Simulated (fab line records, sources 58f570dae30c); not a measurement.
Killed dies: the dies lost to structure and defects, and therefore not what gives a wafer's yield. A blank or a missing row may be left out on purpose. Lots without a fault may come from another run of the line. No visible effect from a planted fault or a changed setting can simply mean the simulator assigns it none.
The tool behind it: which one?	flow berkeley_cmos170	42 wafers from 14 lots sampled at 6 of the route's 331 steps

## WHAT EACH GAUGE READ, for each wafer
UCB170_SDANNEAL_RS_MEAS_02: a four-point-probe measurement. Usual: PSD_RS 75.6 ohm/sq, standard deviation 0.39.
lot	measured	on	PSD_RS (ohm/sq)	flag
L168	day 8 12:41	film_metro-01	75.5 75.1 75.3	
L169	day 8 12:51	film_metro-02	75.6 76.0 75.9	
L170	day 8 12:38	film_metro-04	75.7 75.7 75.4	
L171	day 9 03:58	film_metro-04	75.8 75.8 75.6	
L173	day 9 04:11	film_metro-02	75.9 75.7 75.9	
L172	day 9 06:16	film_metro-01	75.0 75.0 75.1	
L174	day 9 06:47	film_metro-04	74.9 75.1 74.8	
L176	day 10 01:13	film_metro-01	75.2 75.5 75.1	
L175	day 10 02:28	film_metro-02	76.4 76.3 76.5	
L181	day 10 22:50	film_metro-04	75.5 75.3 75.4	
L184	day 11 15:02	film_metro-04	75.2 75.3 75.1	
L185	day 11 14:32	film_metro-02	75.9 75.6 75.8	
L187	day 12 00:44	film_metro-04	75.6 75.4 75.5	
L188	day 12 00:54	film_metro-01	75.8 75.7 75.6	

UCB170_M1_RS_MEAS_01: a four-point-probe measurement. Usual: M1_AL_RS 0.0488 ohm/sq, standard deviation 0.00069.
lot	measured	on	M1_AL_RS (ohm/sq)	flag
L168	day 8 18:48	film_metro-01	0.0499 0.0496 0.0496	
L169	day 8 19:55	film_metro-01	0.0485 0.0484 0.0482	
L170	day 8 18:34	film_metro-02	0.0502 0.0495 0.0499	
L171	day 9 10:55	film_metro-04	0.0484 0.0490 0.0495	
L173	day 9 13:20	film_metro-02	0.0490 0.0496 0.0488	
L172	day 9 14:27	film_metro-01	0.0479 0.0485 0.0479	
L174	day 9 14:38	film_metro-02	0.0484 0.0481 0.0481	
L176	day 10 11:14	film_metro-02	0.0493 0.0496 0.0497	
L175	day 10 12:59	film_metro-04	0.0497 0.0498 0.0500	
L181	day 11 04:59	film_metro-02	0.0488 0.0487 0.0485	
L184	day 11 20:49	film_metro-01	0.0492 0.0490 0.0493	
L185	day 11 21:19	film_metro-04	0.0489 0.0495 0.0493	
L187	day 12 08:05	film_metro-02	0.0490 0.0495 0.0491	
L188	day 12 08:15	film_metro-01	0.0480 0.0479 0.0479	

UCB170_V2_CD_MEAS_90 targets a cd of 700 nm. Usual: cd_nm at 699.6 nm, with a standard deviation of 1.8.
lot	measured	on	cd_nm (nm)	flag
L168	day 9 08:36	cd_sem-01	701.8 701.8 700.4	
L169	day 9 11:21	cd_sem-01	699.9 699.5 700.0	
L170	day 9 13:49	cd_sem-02	698.3 697.1 697.3	
L171	day 9 22:55	cd_sem-01	698.2 696.9 697.6	
L173	day 10 05:19	cd_sem-02	699.4 700.9 698.4	
L172	day 10 06:09	cd_sem-02	701.1 698.5 699.0	
L174	day 10 07:25	cd_sem-02	700.6 701.9 700.3	
L176	day 11 02:41	cd_sem-01	700.2 698.2 700.0	
L175	day 11 04:23	cd_sem-02	707.5 708.2 706.2	OFF
L181	day 11 17:19	cd_sem-01	706.0 707.0 705.5	OFF
L184	day 12 07:29	cd_sem-02	701.1 703.0 702.8	
L185	day 12 08:53	cd_sem-02	700.4 698.7 700.9	
L187	day 13 17:53	cd_sem-01	697.4 696.4 695.5	
L188	day 13 17:20	cd_sem-01	698.6 698.0 698.9	

## WHICH TOOL RAN EACH LOT (tool, then ch and the chambers of the sampled wafers, then the start)
lot	UCB170_SPACER_ETCHBACK_03	UCB170_V2_ETCH_14	UCB170_V2_STRIP_15
L168	rie_diel-01 ch 1,2,3, day 8 06:01	rie_diel-02 ch 0,2,3, day 9 08:19	plasma_asher-04 ch 0,1, day 9 08:30
L169	rie_diel-02 ch 0,1,2, day 8 06:01	rie_diel-02 ch 0,3, day 9 11:04	plasma_asher-03 ch 0,1, day 9 11:15
L170	rie_diel-03 ch 1,2,3, day 8 06:01	rie_diel-04 ch 0,2, day 9 13:31	plasma_asher-03 ch 0,1, day 9 13:42
L171	rie_diel-01 ch 0,2, day 8 21:55	rie_diel-03 ch 0,3, day 9 22:37	plasma_asher-01 ch 0,1, day 9 22:48
L173	rie_diel-03 ch 0,1, day 8 21:55	rie_diel-04 ch 0,1,3, day 10 05:01	plasma_asher-04 ch 0,1, day 10 05:13
L172	rie_diel-02 ch 0,1,2, day 8 21:56	rie_diel-04 ch 1,2,3, day 10 05:51	plasma_asher-01 ch 1, day 10 06:02
L174	rie_diel-01 ch 0,1,3, day 8 21:59	rie_diel-02 ch 1,2,3, day 10 07:07	plasma_asher-03 ch 0,1, day 10 07:18
L176	rie_diel-02 ch 0,1,3, day 9 19:52	rie_diel-04 ch 1,2,3, day 11 02:23	plasma_asher-01 ch 0,1, day 11 02:34
L175	rie_diel-02 ch 1,2,3, day 9 19:56	rie_diel-02 ch 1,2, day 11 04:05	plasma_asher-01 ch 0,1, day 11 04:16
L181	rie_diel-03 ch 0,2,3, day 10 15:52	rie_diel-02 ch 1,2, day 11 17:01	plasma_asher-04 ch 0,1, day 11 17:12
L184	rie_diel-01 ch 0,1, day 11 08:43	rie_diel-03 ch 0,3, day 12 07:02	plasma_asher-01 ch 0,1, day 12 07:18
L185	rie_diel-03 ch 0,2, day 11 08:43	rie_diel-03 ch 0,3, day 12 08:29	plasma_asher-04 ch 0, day 12 08:46
L187	rie_diel-02 ch 2,3, day 11 19:07	rie_diel-04 ch 0,1,2, day 13 17:37	plasma_asher-01 ch 0,1, day 13 17:47
L188	rie_diel-01 ch 0,1,2, day 11 19:07	rie_diel-04 ch 0,2,3, day 13 17:04	plasma_asher-03 ch 0,1, day 13 17:14
- UCB170_SPACER_ETCHBACK_03: etches SiO2 in CHF3/CF4/Ar, stops on Si, target depth 376 nm, time 100 s.
- UCB170_V2_ETCH_14: etches SiO2 in CHF3/CF4/Ar, stops on Al, target depth 1250 nm, time 291 s.
- UCB170_V2_STRIP_15: strips in O2.

## WHAT THE TOOLS THEMSELVES READ (means of the sampled wafers that have a number; where no wafer has one, the mark that the record gives instead)
UCB170_SPACER_ETCHBACK_03. Usual: chamber_pressure_mTorr 199.99 mTorr, standard deviation 0.19; drypump_motor_current_A 5.7 A, standard deviation 0.38; oes_product_au 0.897 a.u., standard deviation 0.018; throttle_valve_pct 6.47 %, standard deviation 0.1.
lot	tool	chamber_pressure_mTorr (mTorr)	drypump_motor_current_A (A)	oes_product_au (a.u.)	throttle_valve_pct (%)	flag
L168	rie_diel-01	199.93	5.4	0.891	6.46	
L169	rie_diel-02	200.06	5.6	0.902	6.42	
L170	rie_diel-03	199.96	5.7	0.920	6.51	
L171	rie_diel-01	200.00	5.4	0.894	6.47	
L173	rie_diel-03	199.91	5.9	0.908	6.50	
L172	rie_diel-02	200.16	5.6	0.903	6.41	
L174	rie_diel-01	199.84	5.5	0.888	6.41	
L176	rie_diel-02	199.97	5.7	0.898	6.43	
L175	rie_diel-02	199.93	5.8	0.905	6.45	
L181	rie_diel-03	199.83	5.9	0.894	6.54	
L184	rie_diel-01	199.97	5.2	0.890	6.32	
L185	rie_diel-03	200.00	6.0	0.881	6.58	
L187	rie_diel-02	199.87	6.0	0.903	6.43	
L188	rie_diel-01	199.92	5.3	0.893	6.43	

UCB170_V2_ETCH_14. Usual: chamber_pressure_mTorr 199.99 mTorr, standard deviation 0.18; drypump_motor_current_A 5.8 A, standard deviation 0.36; oes_product_au 0.868 a.u., standard deviation 0.013; rf_fwd_power_W 698.8 W, standard deviation 2.3; throttle_valve_pct 6.94 %, standard deviation 0.13.
lot	tool	chamber_pressure_mTorr (mTorr)	drypump_motor_current_A (A)	oes_product_au (a.u.)	rf_fwd_power_W (W)	throttle_valve_pct (%)	flag
L168	rie_diel-02	199.89	5.9	0.873	698.1	6.87	
L169	rie_diel-02	199.88	5.7	0.868	699.1	6.85	
L170	rie_diel-04	200.06	5.8	0.853	702.8	7.07	
L171	rie_diel-03	200.11	6.1	0.858	697.7	7.01	
L173	rie_diel-04	199.89	5.9	0.861	700.9	6.93	
L172	rie_diel-04	199.96	5.8	0.853	698.4	6.83	
L174	rie_diel-02	200.14	5.8	0.872	698.2	6.93	
L176	rie_diel-04	199.89	5.8	0.855	699.7	6.82	
L175	rie_diel-02	200.00	5.5	0.876	979.8	6.95	OFF
L181	rie_diel-02	199.99	5.5	0.882	976.2	6.95	OFF
L184	rie_diel-03	200.24	6.0	0.867	697.4	6.99	
L185	rie_diel-03	199.86	6.1	0.861	699.3	7.03	
L187	rie_diel-04	200.00	6.0	0.851	699.3	6.96	
L188	rie_diel-04	200.10	5.6	0.866	699.5	6.95	

UCB170_V2_STRIP_15. Usual: chamber_pressure_mTorr 3500 mTorr, standard deviation 3.3; drypump_motor_current_A 5.5 A, standard deviation 0.33; oes_product_au 0.722 a.u., standard deviation 0.0046; strip_time_to_endpoint_s 15.30 s, standard deviation 0.12.
lot	tool	chamber_pressure_mTorr (mTorr)	drypump_motor_current_A (A)	oes_product_au (a.u.)	strip_time_to_endpoint_s (s)	flag
L168	plasma_asher-04	3502	5.5	0.724	15.35	
L169	plasma_asher-03	3501	5.6	0.720	15.29	
L170	plasma_asher-03	3499	5.6	0.721	15.39	
L171	plasma_asher-01	3498	5.6	0.721	15.20	
L173	plasma_asher-04	3499	5.8	0.718	15.27	
L172	plasma_asher-01	3500	5.8	0.722	15.37	
L174	plasma_asher-03	3503	5.6	0.714	15.30	
L176	plasma_asher-01	3498	5.4	0.722	15.40	
L175	plasma_asher-01	3498	5.3	0.719	14.13	OFF
L181	plasma_asher-04	3497	5.8	0.724	14.13	OFF
L184	plasma_asher-01	3500	5.3	0.719	15.12	
L185	plasma_asher-04	3497	5.3	0.720	15.28	
L187	plasma_asher-01	3498	5.3	0.719	15.46	
L188	plasma_asher-03	3500	5.6	0.724	15.27	

## THE ANSWER, worked out from the rows above alone
Rule: lot off if the mean of its wafers having a number is beyond 3 standard deviations from the usual mean. Also off: a lot with no number at a reading for which 4 or more lots have one. The other lots that the step has rows for count as sound. After the gauges, taken in route order, come the tools' own readings; for these a lot's mean is taken, as printed above. At the first step where some lot is off, the reading lying furthest off is the one used; lots without a number count as furthest.
Off: L175, L181, at UCB170_V2_CD_MEAS_90 (cd_nm).
A tool fits if, at a process step before that reading, it ran every lot that is off, and no sound lot after the first of them. The gauges at UCB170_V2_CD_MEAS_90 aren't tried: what is off there is off at UCB170_V2_ETCH_14 too, on other tools, and a gauge's error can't cause that. One fits: rie_diel-02 at UCB170_V2_ETCH_14. Its last sound lot is L174 (day 10 07:07), its first lot that is off L175 (day 11 04:05): a fault that began between those two fits.
On the lots that are off, the tool's own readings at UCB170_V2_ETCH_14 differ by more than 5 times the standard deviation of the sound lots' means, which bears it out; rf_fwd_power_W reads 978.0 W there versus 699.2 W on the sound lots.

## WHAT THE SIMULATOR HAD INSERTED
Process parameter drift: rie_diel-02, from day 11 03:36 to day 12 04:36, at UCB170_V2_ETCH_14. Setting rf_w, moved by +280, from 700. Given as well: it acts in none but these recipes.
Shown lots that were struck: L175, L181. The same result came from the rule above.
